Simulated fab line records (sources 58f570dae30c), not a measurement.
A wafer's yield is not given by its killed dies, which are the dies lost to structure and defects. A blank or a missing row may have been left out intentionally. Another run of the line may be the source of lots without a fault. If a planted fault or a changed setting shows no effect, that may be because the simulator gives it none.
Split-lot experiment + flow berkeley-cmos170 + 27 wafers read from 5 lots, route of 331 steps

THE SPLIT
At UCB170_M1_METAL_ETCH_12 (etches Al in Cl2/BCl3, stops on PSG, target depth 780 nm, time 130 s), the setting time-s was moved away from the recipe's 130 s on 9 of the 27 wafers read, by -58.0% to +58.2%. For the rest of the wafers, this setting stayed at what the recipe calls for.

FROM THE SPLIT ON TO THE READING: in between, the file shows 1 step
- UCB170_M1_STRIP_13: strips in O2

THE READING
cd-nm, in nm, at UCB170_M1_CD_MEAS_90 (target cd 700 nm). A value of 699.6 nm with a standard deviation of 2.3 nm is what fault-free wafers of this fab line usually give.

| wafer  | tool, chamber at the split | time-s as run, s | against the recipe | cd-nm, nm | against lot-mates on the recipe |
|--------|----------------------------|------------------|--------------------|-----------|---------------------------------|
| L077.1 | rie-metal-01, 0            | 130              | recipe             | 699.1     | -                               |
| L077.2 | rie-metal-01, 1            | 130              | recipe             | 701.5     | -                               |
| L077.6 | rie-metal-01, 0            | 130              | recipe             | 699.1     | -                               |
| L076.1 | rie-metal-03, 0            | 164.5            | +26.5%             | 689.1     | -5.7                            |
| L076.2 | rie-metal-03, 1            | 164.5            | +26.5%             | 688.1     | -6.7                            |
| L076.3 | rie-metal-03, 0            | 130              | recipe             | 693.9     | -                               |
| L076.4 | rie-metal-03, 1            | 130              | recipe             | 694.5     | -                               |
| L076.5 | rie-metal-03, 0            | 130              | recipe             | 695.9     | -                               |
| L076.6 | rie-metal-03, 1            | 164.5            | +26.5%             | 686.0     | -8.8                            |
| L080.1 | rie-metal-02, 0            | 130              | recipe             | 700.5     | -                               |
| L080.2 | rie-metal-02, 1            | 130              | recipe             | 700.9     | -                               |
| L080.3 | rie-metal-02, 1            | 130              | recipe             | 698.7     | -                               |
| L080.4 | rie-metal-02, 0            | 130              | recipe             | 699.7     | -                               |
| L080.5 | rie-metal-02, 1            | 130              | recipe             | 697.5     | -                               |
| L080.6 | rie-metal-02, 0            | 130              | recipe             | 698.8     | -                               |
| L083.1 | rie-metal-03, 1            | 54.66            | -58.0%             | 719.3     | +20.9                           |
| L083.2 | rie-metal-03, 0            | 130              | recipe             | 698.6     | -                               |
| L083.3 | rie-metal-03, 0            | 54.66            | -58.0%             | 714.6     | +16.2                           |
| L083.4 | rie-metal-03, 1            | 130              | recipe             | 698.2     | -                               |
| L083.5 | rie-metal-03, 1            | 130              | recipe             | 698.3     | -                               |
| L083.6 | rie-metal-03, 0            | 54.66            | -58.0%             | 718.0     | +19.6                           |
| L085.1 | rie-metal-01, 0            | 205.7            | +58.2%             | 680.7     | -18.8                           |
| L085.2 | rie-metal-01, 1            | 130              | recipe             | 701.1     | -                               |
| L085.3 | rie-metal-01, 0            | 130              | recipe             | 698.6     | -                               |
| L085.4 | rie-metal-01, 1            | 205.7            | +58.2%             | 684.3     | -15.2                           |
| L085.5 | rie-metal-01, 1            | 205.7            | +58.2%             | 685.3     | -14.2                           |
| L085.6 | rie-metal-01, 0            | 130              | recipe             | 698.8     | -                               |

THE FIT
A straight line over all 27 wafers: cd-nm changes by -0.303 nm for each +1% of time-s; r = -0.97; the points scatter about the line by 2.4 nm.
The same after taking each lot's own level away (the mean of its wafers on the recipe; 27 wafers): -0.299 nm for each +1%; r = -0.99; scatter 1.5 nm.
According to that fit, moving time-s by its largest amount changes the reading by 17 nm.
The lots' own levels span 694.77 to 699.90 nm, that is 2.2 times the standard deviation above.
Consequently the slope shifts little with the lot-to-lot level, the two slopes agreeing.
Check: for one of the wafers moved furthest among these (+58.2%), held out of the fit, the line's prediction against its lot-mates is -16.6 nm. It came out at -18.8 nm against them.

THESE WAFERS: OTHER SPLITS
Note: prior to the reading, these wafers also went through further splits. Each is held against what the fit with the lots' levels taken away leaves over:
| other split on the same wafers      | wafers away from the commonest value | r with cd-nm (lot level and that fit taken away) |
|-------------------------------------|--------------------------------------|--------------------------------------------------|
| UCB170_START_OXIDATION_02 ox-time-s | 21                                   | -0.20                                            |
| UCB170_PWELL_ETCH_14 target-depth-a | 9                                    | -0.10                                            |
| UCB170_SPACER_CVD_00 time-s         | 12                                   | +0.34                                            |

THE WHOLE CHAIN: every reading that the file lists as answering this split, in the file's order
| step                    | what it does                                                         | reading                                                                   | change (the file's fit)                                                              | r (the file's) |
|-------------------------|----------------------------------------------------------------------|---------------------------------------------------------------------------|--------------------------------------------------------------------------------------|----------------|
| UCB170_M1_METAL_ETCH_12 | etches Al in Cl2/BCl3, stops on PSG, target depth 780 nm, time 130 s | etch.depth-nm (the simulator's own value, which no gauge read)            | not straight: 330.5 at the lowest setting, 595.9 at the recipe, 590.6 at the highest | not given      |
| UCB170_M1_METAL_ETCH_12 | etches Al in Cl2/BCl3, stops on PSG, target depth 780 nm, time 130 s | M1.feature-depth-nm (the simulator's own value, which no gauge read)      | not straight: 330.5 at the lowest setting, 633.6 at the recipe, 655.6 at the highest | not given      |
| UCB170_M1_METAL_ETCH_12 | etches Al in Cl2/BCl3, stops on PSG, target depth 780 nm, time 130 s | KrF_of_M1_COAT_04.thk-nm (the simulator's own value, which no gauge read) | -4.56 nm for each +1% of the setting                                                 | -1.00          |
| UCB170_M1_STRIP_13      | strips in O2                                                         | oes-product-au                                                            | not straight: 0.728 at the lowest setting, 0.719 at the recipe, 0.497 at the highest | not given      |
| UCB170_M1_CD_MEAS_90    | target cd 700 nm                                                     | cd-nm                                                                     | -0.298 nm for each +1% of the setting                                                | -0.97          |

THE FILE'S OWN FIT
cd-nm changes by -0.298 nm for each +1% of time-s, r = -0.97.
